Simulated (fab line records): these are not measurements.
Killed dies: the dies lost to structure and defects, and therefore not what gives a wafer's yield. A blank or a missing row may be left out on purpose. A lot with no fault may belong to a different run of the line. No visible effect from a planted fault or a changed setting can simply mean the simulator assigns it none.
fab line records | flow berkeleyCmos170
record: lots: 6 wafers: 18 lastDay: 13
route steps=331 shown GATE@143 PLDD@145 NLDD@158
lots untouched by any fault: they come from a run of this same line in which no faults occurred
startH: hours from the record's first day to the start of the lot's first wafer shown | waitH: hours from the lot's prior step to this one | " same as the row above | L1.1+2: a row that stands for several wafers | - no value present, or no start provided | * or withheld: withheld | < > ~ a bound
route shown NAME@n: a module of which the file shows steps, and the number in the route of the first | usual: mean/standard deviation of fault-free wafers | same: alike in all rows | chamber/n: place in a boat | sites: readings site by site | _std_site: standard deviation across them | _edge_site: outer sites' mean less inner sites' | radiusMm: for every site, how far away it sits from the centre of the wafer | mask NAME#n: copy n | behind: the last tool/chamber to shape the wafer | hold: cause of the lot's hold/its duration in hours/its outcome | device: transistor that didn't switch, given as n, p or np | end of line: at the end of the route, the tests of the same wafers | a step with no rows: only its recipe | killed: dies lost to structure and defects at the first sort, not the wafer's yield | map: a wafer's dies, marking killed ones x, the rest . and places with no die _
set.NAME: the setting as run; set.NAME@STEP: as run at that earlier step | model.NAME: the simulator's own value behind a step, which no gauge read
lots at some steps of the route; a table a step, a row a wafer
services: a tool's chamber out of use, with start hour (startH, from the record's first day; less than 0 if before it), hours out, and reason
== steps ==
step: UCB170_GATE_CD_MEAS_90
recipe: targetCdNm: 350
usual: cdNm: 350.9/1.7
columns lot.wafer tool chamber startH waitH cdNm
L244.1 cdSem-01 - 186.37 0.1 351.8
L244.3 " - " " 353.5
L244.4 " - " " 351.3
L247.1 cdSem-01 - 205.21 0.1 354.5
L247.2 " - " " 352.5
L247.6 " - " " 354.2
L248.2 cdSem-02 - 218.07 0.1 354.3
L248.3 " - " " 350.4
L248.4 " - " " 353.8
L257.3 cdSem-02 - 258.80 0.1 351.3
L257.4 " - " " 351.9
L257.6 " - " " 351.7
L259.1 cdSem-01 - 267.09 0.1 347.0
L259.2 " - " " 350.6
L259.3 " - " " 349.8
L260.1 cdSem-02 - 280.29 0.3 351.9
L260.3 " - " " 352.4
L260.5 " - " " 353.3
step: UCB170_GATE_CLEAN_17
recipe: chemistry: SPM tempC: 120 timeS: 600
step: UCB170_PLDD_HMDS_00
recipe: primeTimeS: 60 primeTempC: 100
step: UCB170_PLDD_COAT_01
recipe: resist: KrF spinRpm: 1500 resistThkNm: 900
step: UCB170_PLDD_SOFTBAKE_02
recipe: resist: KrF tempC: 130 timeS: 60
step: UCB170_PLDD_EXPOSE_03
recipe: maskId: PSELECT na: 0.5 sigmaOuter: 0.6 sourceShape: conventional targetCdNm: 1200 doseMj: 29.64
step: UCB170_PLDD_PEB_04
recipe: pebTempC: 130 pebTimeS: withheld resist: KrF
step: UCB170_PLDD_DEVELOP_05
recipe: developer: TMAH developTimeS: 45 resist: KrF devTempC: 21
step: UCB170_PLDD_CD_MEAS_06
recipe: targetCdNm: 1200
usual: cdNm: 1199.3/1.3
columns lot.wafer tool chamber startH waitH cdNm
L244.1 cdSem-01 - 188.00 - 1197.2
L244.3 " - " " 1198.0
L244.4 " - " " 1199.0
L247.1 cdSem-01 - 206.47 - 1201.7
L247.2 " - " " 1200.9
L247.6 " - " " 1200.9
L248.2 cdSem-02 - 220.42 - 1199.9
L248.3 " - " " 1199.4
L248.4 " - " " 1200.3
L257.3 cdSem-02 - 260.07 - 1199.8
L257.4 " - " " 1198.6
L257.6 " - " " 1199.6
L259.1 cdSem-01 - 269.65 - 1198.5
L259.2 " - " " 1198.5
L259.3 " - " " 1200.0
L260.1 cdSem-01 - 282.05 - 1198.8
L260.3 " - " " 1197.0
L260.5 " - " " 1198.0
step: UCB170_PLDD_OVL_MEAS_07
usual: PLDD_OVL: -4/5.3
columns lot.wafer tool chamber startH waitH PLDD_OVL[nm]
L244.1 overlay-01 - 188.12 0.1 8
L244.3 " - " " 1
L244.4 " - " " 7
L247.1 overlay-01 - 206.59 0.1 -6
L247.2 " - " " 4
L247.6 " - " " 7
L248.2 overlay-01 - 220.52 0.1 -1
L248.3 " - " " -8
L248.4 " - " " -5
L257.3 overlay-01 - 260.16 0.1 -11
L257.4 " - " " -7
L257.6 " - " " -9
L259.1 overlay-01 - 269.77 0.1 4
L259.2 " - " " 3
L259.3 " - " " 3
L260.1 overlay-01 - 282.17 0.1 -18
L260.3 " - " " -2
L260.5 " - " " 0
step: UCB170_PLDD_IMPLANT_08
recipe: species: BF2 doseCm2: 5e+13 energyKev: 10 tiltDeg: 7 rotationDeg: 0
step: UCB170_PLDD_IMPLANT_09
recipe: species: BF2 doseCm2: 5e+13 energyKev: 10 tiltDeg: 7 rotationDeg: 180
step: UCB170_PLDD_STRIP_10
recipe: chemistry: O2 powerW: 400 pressureMtorr: 3500 platenTempC: withheld o2FlowSccm: 400 overashFraction: 0.5
usual: chamberPressureMTorr: 3500.1/3 drypumpMotorCurrentA: 5.85/0.27 o2FlowSccm: 400.3/1.3 oesProductAu: 0.734/0.0043 overashFraction: 0.5/0 stripTimeToEndpointS: 21.64/0.059
columns lot.wafer tool chamber startH waitH chamberPressureMTorr drypumpMotorCurrentA o2FlowSccm oesProductAu overashFraction rfHoursCounterH stripTimeToEndpointS model.KrF_of_PLDD_COAT_01.thkNm
L244.1 plasmaAsher-04 0 188.46 0.1 3499.6 6.32 401.0 0.736 0.5 43 21.64 0
L244.3 " 1 " " 3502.4 5.94 400.4 0.729 0.5 - 21.66 0
L244.4 " 0 " " 3498.8 6.30 399.2 0.728 0.5 - 21.61 0
L247.1 plasmaAsher-04 1 206.93 0.1 - - - - - - - 883.4
L247.2 " 0 " " - - - - - - - 886.2
L247.6 " 0 " " - - - - - - - 885.6
L248.2 plasmaAsher-03 1 220.85 0.1 - - - - - - - 888.4
L248.3 " 0 " " - - - - - - - 889.9
L248.4 " 1 " " - - - - - - - 887.3
L257.3 plasmaAsher-03 0 260.52 0.1 3498.5 5.81 397.2 0.736 0.5 - 21.63 0
L257.4 " 1 " " 3500.4 5.53 398.8 0.732 0.5 - 21.70 0
L257.6 " 1 " " 3502.4 5.52 401.0 0.727 0.5 - 21.71 0
L259.1 plasmaAsher-01 1 270.10 0.1 3502.7 5.51 400.0 0.736 0.5 17 21.59 0
L259.2 " 0 " " 3503.0 5.97 401.8 0.737 0.5 17 21.61 0
L259.3 " 1 " " 3500.7 5.52 399.5 0.731 0.5 - 21.63 0
L260.1 plasmaAsher-04 0 282.50 0.1 3496.2 6.29 402.2 0.734 0.5 54 21.62 0
L260.3 " 0 " " 3498.4 6.33 401.0 0.733 0.5 - 21.67 0
L260.5 " 1 " " 3501.5 5.92 401.4 0.741 0.5 - 21.64 0
step: UCB170_PLDD_TW_MEAS_11
usual: PLDD_TW: 1006/9.5
columns lot.wafer tool chamber startH waitH PLDD_TW
L244.1 filmMetro-04 - 188.56 0.1 1017
L244.3 " - " " 1014
L244.4 " - " " 1013
L247.1 filmMetro-03 - 207.03 0.1 992
L247.2 " - " " 997
L247.6 " - " " 991
L248.2 filmMetro-03 - 220.96 0.1 993
L248.3 " - " " 995
L248.4 " - " " 998
L257.3 filmMetro-02 - 260.66 0.1 1009
L257.4 " - " " 1011
L257.6 " - " " 1006
L259.1 filmMetro-03 - 270.20 0.1 991
L259.2 " - " " 989
L259.3 " - " " 992
L260.1 filmMetro-02 - 282.60 0.1 1025
L260.3 " - " " 1017
L260.5 " - " " 1016
step: UCB170_PLDD_CLEAN_12
recipe: chemistry: SPM tempC: 120 timeS: 600
step: UCB170_NLDD_HMDS_00
recipe: primeTimeS: 60 primeTempC: 100
step: UCB170_NLDD_COAT_01
recipe: resist: KrF spinRpm: 1500 resistThkNm: 900
step: UCB170_NLDD_SOFTBAKE_02
recipe: resist: KrF tempC: 130 timeS: 60
step: UCB170_NLDD_EXPOSE_03
recipe: maskId: NSELECT na: 0.5 sigmaOuter: 0.6 sourceShape: conventional targetCdNm: 1200 doseMj: 30
step: UCB170_NLDD_PEB_04
recipe: pebTempC: 130 pebTimeS: withheld resist: KrF
step: UCB170_NLDD_DEVELOP_05
recipe: developer: TMAH developTimeS: 45 resist: KrF devTempC: 21
step: UCB170_NLDD_CD_MEAS_06
recipe: targetCdNm: 1200
usual: cdNm: 1200.2/1.8
columns lot.wafer tool chamber startH waitH cdNm
L244.1 cdSem-02 - 190.90 - 1197.8
L244.3 " - " " 1198.6
L244.4 " - " " 1199.7
L247.1 cdSem-01 - 208.44 - 1201.6
L247.2 " - " " 1201.6
L247.6 " - " " 1202.3
L248.2 cdSem-02 - 222.19 - 1202.0
L248.3 " - " " 1202.0
L248.4 " - " " 1202.0
L257.3 cdSem-02 - 261.88 - 1200.4
L257.4 " - " " 1200.6
L257.6 " - " " 1199.4
L259.1 cdSem-02 - 271.41 - 1202.1
L259.2 " - " " 1200.7
L259.3 " - " " 1201.8
L260.1 cdSem-02 - 284.78 - 1199.3
L260.3 " - " " 1198.0
L260.5 " - " " 1197.7
step: UCB170_NLDD_OVL_MEAS_07
usual: NLDD_OVL: 1/6.1
columns lot.wafer tool chamber startH waitH NLDD_OVL[nm]
L244.1 overlay-02 - 191.02 0.1 6
L244.3 " - " " -1
L244.4 " - " " 2
L247.1 overlay-02 - 208.56 0.1 -7
L247.2 " - " " -2
L247.6 " - " " -1
L248.2 overlay-01 - 222.30 0.1 -8
L248.3 " - " " -3
L248.4 " - " " -8
L257.3 overlay-02 - 261.97 0.1 -10
L257.4 " - " " -14
L257.6 " - " " -13
L259.1 overlay-02 - 271.53 0.1 11
L259.2 " - " " 12
L259.3 " - " " 4
L260.1 overlay-02 - 284.90 0.1 13
L260.3 " - " " 7
L260.5 " - " " 9
step: UCB170_NLDD_IMPLANT_08
recipe: species: As doseCm2: 5e+13 energyKev: 29.47 tiltDeg: 7 rotationDeg: 0
step: UCB170_NLDD_IMPLANT_09
recipe: species: As doseCm2: 5e+13 energyKev: 30 tiltDeg: 7 rotationDeg: 180
step: UCB170_NLDD_STRIP_10
recipe: chemistry: O2 powerW: 400 pressureMtorr: 3500 platenTempC: withheld o2FlowSccm: 400 overashFraction: 0.5
usual: chamberPressureMTorr: 3500/3.2 drypumpMotorCurrentA: 5.8/0.32 o2FlowSccm: 399.9/1.1 oesProductAu: 0.734/0.0047 stripTimeToEndpointS: 21.65/0.063
same: overashFraction: 0.5
columns lot.wafer tool chamber startH waitH chamberPressureMTorr drypumpMotorCurrentA o2FlowSccm oesProductAu rfHoursCounterH stripTimeToEndpointS
L244.1 plasmaAsher-04 0 191.36 0.1 3503 6.3 399.2 0.741 44 21.68
L244.3 " 0 " " 3498 6.3 399.5 0.740 - 21.74
L244.4 " 1 " " 3494 5.9 400.2 0.739 - 21.73
L247.1 plasmaAsher-02 0 208.89 0.1 3503 5.8 400.5 0.736 43 47.82
L247.2 " 1 " " 3502 5.3 399.8 0.738 43 47.89
L247.6 " 0 " " 3496 5.8 399.7 0.736 - 47.91
L248.2 plasmaAsher-02 1 222.63 0.1 3499 5.3 403.9 0.732 45 47.91
L248.3 " 0 " " 3502 5.8 400.0 0.742 - 47.97
L248.4 " 1 " " 3508 5.3 400.1 0.737 - 47.94
L257.3 plasmaAsher-03 1 262.33 0.1 3501 5.5 401.1 0.728 - 21.58
L257.4 " 0 " " 3495 5.8 400.6 0.734 - 21.66
L257.6 " 0 " " 3502 5.8 398.9 0.735 - 21.59
L259.1 plasmaAsher-02 0 271.86 0.1 3495 5.8 399.0 0.738 50 21.65
L259.2 " 1 " " 3498 5.3 401.8 0.743 50 21.57
L259.3 " 1 " " 3498 5.3 400.8 0.741 - 21.62
L260.1 plasmaAsher-04 1 285.23 0.1 3500 5.9 400.8 0.735 54 21.74
L260.3 " 1 " " 3498 5.9 400.5 0.736 - 21.67
L260.5 " 0 " " 3498 6.3 398.8 0.733 - 21.71
step: UCB170_NLDD_TW_MEAS_11
usual: NLDD_TW: 2202/22
columns lot.wafer tool chamber startH waitH NLDD_TW
L244.1 filmMetro-03 - 191.46 0.1 2174
L244.3 " - " " 2183
L244.4 " - " " 2188
L247.1 filmMetro-03 - 208.99 0.1 29
L247.2 " - " " 29
L247.6 " - " " 29
L248.2 filmMetro-03 - 222.74 0.1 30
L248.3 " - " " 30
L248.4 " - " " 30
L257.3 filmMetro-04 - 262.41 0.1 2208
L257.4 " - " " 2215
L257.6 " - " " 2209
L259.1 filmMetro-04 - 271.96 0.1 2226
L259.2 " - " " 2216
L259.3 " - " " 2217
L260.1 filmMetro-02 - 285.33 0.1 2229
L260.3 " - " " 2238
L260.5 " - " " 2226
step: UCB170_NLDD_CLEAN_12
recipe: chemistry: SPM tempC: 120 timeS: 600
== services ==
columns tool chamber startH hours kind
plasmaAsher-04 - 258.23 6.5 repair
plasmaAsher-02 - 260.85 8.1 repair
== key ==
firstSign: step: UCB170_PLDD_STRIP_10 reading: toolRecord direction: missing
effect: step: UCB170_NLDD_STRIP_10 reading: stripTimeToEndpointS direction: up sigmas: 99+ usual: * struck: *
effect: step: UCB170_NLDD_TW_MEAS_11 reading: NLDD_TW direction: down sigmas: 99+ usual: 2202 struck: 30
modelEffect: step: UCB170_PLDD_STRIP_10 value: KrF_of_PLDD_COAT_01.thkNm without: 0 struck: 886.8
metAt UCB170_PLDD_STRIP_10
struckWafers L247.1,L247.2,L247.6,L248.2,L248.3,L248.4
sortLeftOut L247.1,L247.2,L247.6,L248.2,L248.3,L248.4
testerLeftOut L247,L248
onsetBetween 188.46 206.93
fault: kind: skippedStepWhole tool: plasmaAsher-03,plasmaAsher-04 chamber: - onsetH: 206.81 steps: UCB170_PLDD_STRIP_10 scope: struckLotsOnly
testerLeftOut: of these lots the tester's yield and bins aren't shown, on N5 and GAA mostly nor the transistor test; their killed dies are dies lost to structure and defects alone, not to doping, threshold or leakage, so they don't give the yield
sortLeftOut: the simulated sort isn't trusted on such a fault, so these wafers' sort isn't shown, and their yield isn't known
